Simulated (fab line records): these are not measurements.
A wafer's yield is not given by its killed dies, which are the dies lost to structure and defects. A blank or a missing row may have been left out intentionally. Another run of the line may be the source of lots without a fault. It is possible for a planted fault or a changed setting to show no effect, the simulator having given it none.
A lot that was struck, set against a sound lot | flow rit_cmos | 17 steps out of a route of 202
Sound: the wafers L329.1, L329.2, L329.3. Struck: wafer L341.2 (left out: L341.1, L341.5 of the same lot, which were not struck); the cause appears at the end.
Per side, at each step with rows, come the tool, then ch with its chambers, and then its first start. Under that, the readings that differ: sound wafers | struck wafers | difference of the means | sigmas: that difference in standard deviations of wafers without a fault.
alike: a reading whose means differ by less than 2 such deviations, as well as words and numbers matching on both sides. not compared: withheld readings; readings where some wafer has no value; bounds like >300 that might hide an equal value; numbers whose values overlap and for which the record gives no deviation.
A row with sigmas, a row that says differs or no value, or rows on one side alone: a step with any of these is where the two part. Numbers that have no deviation but don't overlap get no sigmas and don't part them. A reading that every wafer of one side lacks parts them only if that side has two wafers or more.

first, 1 step without rows for these wafers: RIT_PSD_IMPLANT_08.
RIT_PSD_STRIP_09: strips in O2, time 180 s.
  sound on plasma_asher-01 ch 0,1, day 5 04:51; struck on plasma_asher-01 ch 1, day 7 19:41
  alike: drypump_motor_current_A
  not compared: rf_hours_counter_h
RIT_PSD_TW_MEAS_10:
  sound on film_metro-01 at day 5 05:01; struck on film_metro-01 at day 7 19:52
  alike: PSD_TW
then, 3 steps without rows for these wafers: RIT_SDANNEAL_CLEAN_00 (cleans in SC1, time 600 s); RIT_SDANNEAL_CLEAN_01 (cleans in dHF, time 30 s); RIT_SDANNEAL_CLEAN_02 (cleans in SC2, time 600 s).
RIT_SDANNEAL_RTA_03: time 5 s.
  sound on rtp_anneal-01 ch 0, day 5 05:27; struck on rtp_anneal-01 ch 0, day 7 20:20
  reading          | sound                | struck | difference | sigmas
  wafer_temp_C_max | 1052.9 1051.7 1054.6 | 1056.2 | +3.1       | +3
RIT_SDANNEAL_RS_MEAS_04: measures by four-point-probe.
  sound on film_metro-01 at day 5 05:31; struck on film_metro-01 at day 7 20:24
  alike: PSD_RS
RIT_SDANNEAL_RS_MEAS_05: measures by four-point-probe.
  sound on film_metro-01 at day 5 05:38; struck on film_metro-01 at day 7 20:31
  alike: NSD_RS
RIT_SDANNEAL_RS_MEAS_06: measures by four-point-probe.
  sound on film_metro-01 at day 5 05:45; struck on film_metro-01 at day 7 20:38
  alike: PLDD_RS
RIT_SDANNEAL_RS_MEAS_07: measures by four-point-probe.
  sound on film_metro-01 at day 5 05:52; struck on film_metro-01 at day 7 20:46
  alike: NLDD_RS
then, 1 step without rows for these wafers: RIT_SILICIDE_WET_ETCH_00 (etches SiO2 in BOE, target depth 14 nm, time 15 s).
RIT_SILICIDE_SPUTTER_01: material Ti, target thk 30 nm, time 240 s.
  sound on pvd_sputter-04 at day 5 06:00; struck on pvd_sputter-04 at day 7 20:53
  reading                                     | sound             | struck | difference | sigmas
  model.Ti_of_SILICIDE_SPUTTER_01.thk_nm (nm) | 30.17 30.07 29.98 | 37.01  | +6.94      |
  alike: throttle_valve_pct
RIT_SILICIDE_RS_MEAS_02: measures by four-point-probe.
  sound on film_metro-03 at day 5 06:09; struck on film_metro-04 at day 7 21:20
  reading                 | sound          | struck | difference | sigmas
  SILICIDE_TI_RS (ohm/sq) | 47.4 47.6 47.8 | 37.1   | -10.5      | -17
  not compared: hold
RIT_SILICIDE_THK_MEAS_03: measures by xrf.
  sound on film_metro-03 at day 5 06:16; struck on film_metro-04 at day 7 23:40
  reading              | sound          | struck | difference | sigmas
  SILICIDE_TI_THK (nm) | 29.8 29.8 29.6 | 37.3   | +7.6       | +21
  not compared: hold
RIT_SILICIDE_RTA_04: time 10 s, ramp up 5 s, ramp down 5 s.
  sound on rtp_anneal-02 ch 0, day 5 06:20; struck on rtp_anneal-02 ch 0, day 8 01:28
  reading | sound | struck                   | difference                   | sigmas
  hold    | - - - | await_dispo/1.8h/release | no value on the sound wafers |
  alike: wafer_temp_C_max
RIT_M1_PROBE_99:
  sound on prober-01 at day 5 13:32; struck on prober-01 at day 8 08:28
  alike: killed_at_M0_to_M3, killed_at_contacts, killed_at_front_end, killed_dies, killed_open, killed_short

## WHERE THEY PART
First at RIT_SDANNEAL_RTA_03; last, within this record, at RIT_SILICIDE_RTA_04. Later steps at which nothing parts them and some readings are alike: RIT_M1_PROBE_99.

WHY: what the simulator had put in
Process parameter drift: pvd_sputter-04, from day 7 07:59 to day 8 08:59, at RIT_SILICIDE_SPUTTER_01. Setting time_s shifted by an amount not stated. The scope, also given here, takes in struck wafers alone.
